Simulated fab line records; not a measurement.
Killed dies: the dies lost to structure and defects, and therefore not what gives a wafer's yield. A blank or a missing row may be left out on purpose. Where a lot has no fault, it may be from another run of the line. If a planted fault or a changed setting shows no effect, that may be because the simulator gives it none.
Problem report, 8D (eight disciplines) form, completed by code + flow berkeley cmos170 + the parts of the form that need people (team, actions taken, sign-off) are left out

1. WHAT IS WRONG
GATE_POLY_THK at UCB170_GATE_THK_MEAS_05 reads a mean of 122.2 nm on 12 wafers of 4 lots; wafers without a fault read 214.1 nm with a standard deviation of 2.1. Relative to the usual mean, that is a shift of -44 standard deviations.
First observed at day 8 14:41: wafer L708.3, on film metro-03. The record holds 48 wafers of 16 lots with a number at this step. By rule, "out" or "out of limits" means more than 4 standard deviations away from the usual mean. The other wafers with a number count as sound.

2. WHAT IT IS, AND WHAT IT ISN'T
| question                    | is                           | is not                                                                                                   |
|-----------------------------|------------------------------|----------------------------------------------------------------------------------------------------------|
| which readings at this step | GATE_POLY_THK                | -                                                                                                        |
| which lots                  | L706, L707, L708, L709       | L699, L700, L702, L703, L705, L713, L716, L717, L719, L720, L721, L722                                   |
| which wafers of those lots  | all that have a number       | -                                                                                                        |
| read on which gauges        | film metro-02, film metro-03 | film metro-01                                                                                            |
| when                        | from day 8 14:41             | up to then (15 sound wafers); but 21 sound wafers of L713, L716, L717, L719, L720, L721, L722 came after |

3. THE SUSPECTS, EACH WITH WHAT RULES IT OUT
Counting: any tool at a process step up to the reading is kept as a suspect provided that every lot that is out went through it and no sound lot did after the first of them.
- the gauge at UCB170_GATE_THK_MEAS_05 is ruled out. The wafers that are out were read on 2 gauges (film metro-02, film metro-03).
- lpcvd-01 at UCB170_GATE_CVD_04 (deposits poly-Si from SiH4, time 1440 s, target thk 214 nm): ruled out as a lasting fault. Sound lots L716, L717, L719, L720, L721 ran on it after its first lot that is out, L706 (day 8 12:34).
Left after counting: nothing in the record.

4. THE CAUSE (what the simulator had put in)
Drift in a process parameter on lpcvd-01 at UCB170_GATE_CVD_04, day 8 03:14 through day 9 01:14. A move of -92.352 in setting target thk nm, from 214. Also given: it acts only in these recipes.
It was ruled out by counting, in error; the rule expects a fault to strike all lots run on its tool from its start on, and this fault did not.

5. SEQUENCE OF EFFECTS, ordered by route
Rows list readings where the struck wafers' mean (over those with a number) sits beyond 3 standard deviations from the usual. Only readings whose record carries a usual standard deviation are examined. hours: median over the lots of the time between each lot's start at the first step of this table that gives one and its start at this step. sigmas: the change, counted in usual standard deviations.
| hours | step                    | reading        | usual      | on struck wafers | change | sigmas |
|-------|-------------------------|----------------|------------|------------------|--------|--------|
| 0     | UCB170_GATE_THK_MEAS_05 | GATE_POLY_THK  | 214.1 nm   | 122.2            | -91.9  | -44    |
| 2     | UCB170_GATE_ETCH_15     | oes product au | 0.831 a.u. | 0.593            | -0.238 | -16    |
Here are the process steps it includes:
- UCB170_GATE_ETCH_15: etches poly-Si in HBr/Cl2, stops on SiO2, time 56.3 s, target depth 278.2 nm.
Later steps that measure or inspect, where all struck wafers having a row at the step show a number for every such reading and not one has moved that far: UCB170_GATE_CD_MEAS_12.

6. WHAT WOULD HAVE CAUGHT IT SOONER
Counted from the fault's start at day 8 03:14, it took 11 hours until the first out-of-limits reading at a measuring or inspecting step in this record, taken at day 8 14:41.
Of the tool readings at UCB170_GATE_CVD_04 for which the record gives a usual standard deviation, none was out on any struck wafer, so an alarm limit of 4 standard deviations on them would not have fired.
